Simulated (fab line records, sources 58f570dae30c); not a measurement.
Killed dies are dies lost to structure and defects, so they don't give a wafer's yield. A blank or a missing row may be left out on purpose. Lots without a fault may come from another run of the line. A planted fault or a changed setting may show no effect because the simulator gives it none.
Chamber matching | flow berkeley_cmos170 | UCB170_GATE_ETCH_15 on rie_si-01: 4 sister chambers
The step etches poly-Si in HBr/Cl2, stops on SiO2, time 56.3 s, target depth 278.2 nm. 14 wafers are shown with their chamber, then 7 later ones without.

WAFERS WITH THEIR CHAMBER
wafer  | chamber | drypump_motor_current_A (A) | throttle_valve_pct (%) | oes_product_au (a.u.)
L847.2 | 0       | 5.8                         | 26.35                  | 0.832
L847.3 | 3       | 5.1                         | 26.46                  | 0.857
L847.5 | 3       | 5.2                         | 26.45                  | 0.850
L855.1 | 3       | 5.2                         | 26.46                  | 0.851
L855.2 | 2       | 6.0                         | 26.53                  | 0.824
L855.5 | 0       | 5.8                         | 26.36                  | 0.830
L854.3 | 2       | 6.0                         | 26.52                  | 0.846
L854.5 | 3       | 5.2                         | 26.47                  | 0.863
L854.6 | 2       | 6.0                         | 26.55                  | 0.830
L857.1 | 1       | 5.5                         | 26.58                  | 0.817
L857.2 | 2       | 6.0                         | 26.56                  | 0.831
L857.6 | 0       | 5.8                         | 26.35                  | 0.834
L859.1 | 1       | 5.5                         | 26.56                  | 0.821
L859.2 | 0       | 5.8                         | 26.36                  | 0.839

SIGNATURES (means of the wafers above)
reading                 | chamber 0 | chamber 1 | chamber 2 | chamber 3 | scatter within a chamber
drypump_motor_current_A | 5.800     | 5.500     | 6.000     | 5.175     | 0.0274
throttle_valve_pct      | 26.3550   | 26.5700   | 26.5400   | 26.4600   | 0.0122
oes_product_au          | 0.83375   | 0.81900   | 0.83275   | 0.85525   | 0.00651
Rule: a wafer's distance from a chamber is the root of the sum, over the readings, of the square of ((its reading less the chamber's mean) divided by the reading's scatter). The wafer belongs to the nearest chamber; if the next one is less than 2 further off, it can't be placed. The scatter: the root of (the sum of the squares of (reading less its chamber's mean) over the shown wafers, divided by (wafers less chambers)).

WAFERS WITHOUT THEIR CHAMBER
wafer  | drypump_motor_current_A (A) | throttle_valve_pct (%) | oes_product_au (a.u.)
L859.6 | 5.5                         | 26.57                  | 0.827
L860.2 | 5.5                         | 26.58                  | 0.815
L860.3 | 6.0                         | 26.53                  | 0.824
L860.5 | 5.2                         | 26.45                  | 0.859
L863.2 | 5.1                         | 26.46                  | 0.873
L863.3 | 5.5                         | 26.59                  | 0.825
L863.6 | 5.2                         | 26.48                  | 0.868

WHICH CHAMBER EACH WENT THROUGH
wafer  | from the rows above | in truth
L859.6 | 1                   | 1
L860.2 | 1                   | 1
L860.3 | 2                   | 2
L860.5 | 3                   | 3
L863.2 | 3                   | 3
L863.3 | 1                   | 1
L863.6 | 3                   | 3
Placed correctly: 7 of 7. Can't be placed from these rows: 0. Placed wrongly: 0.
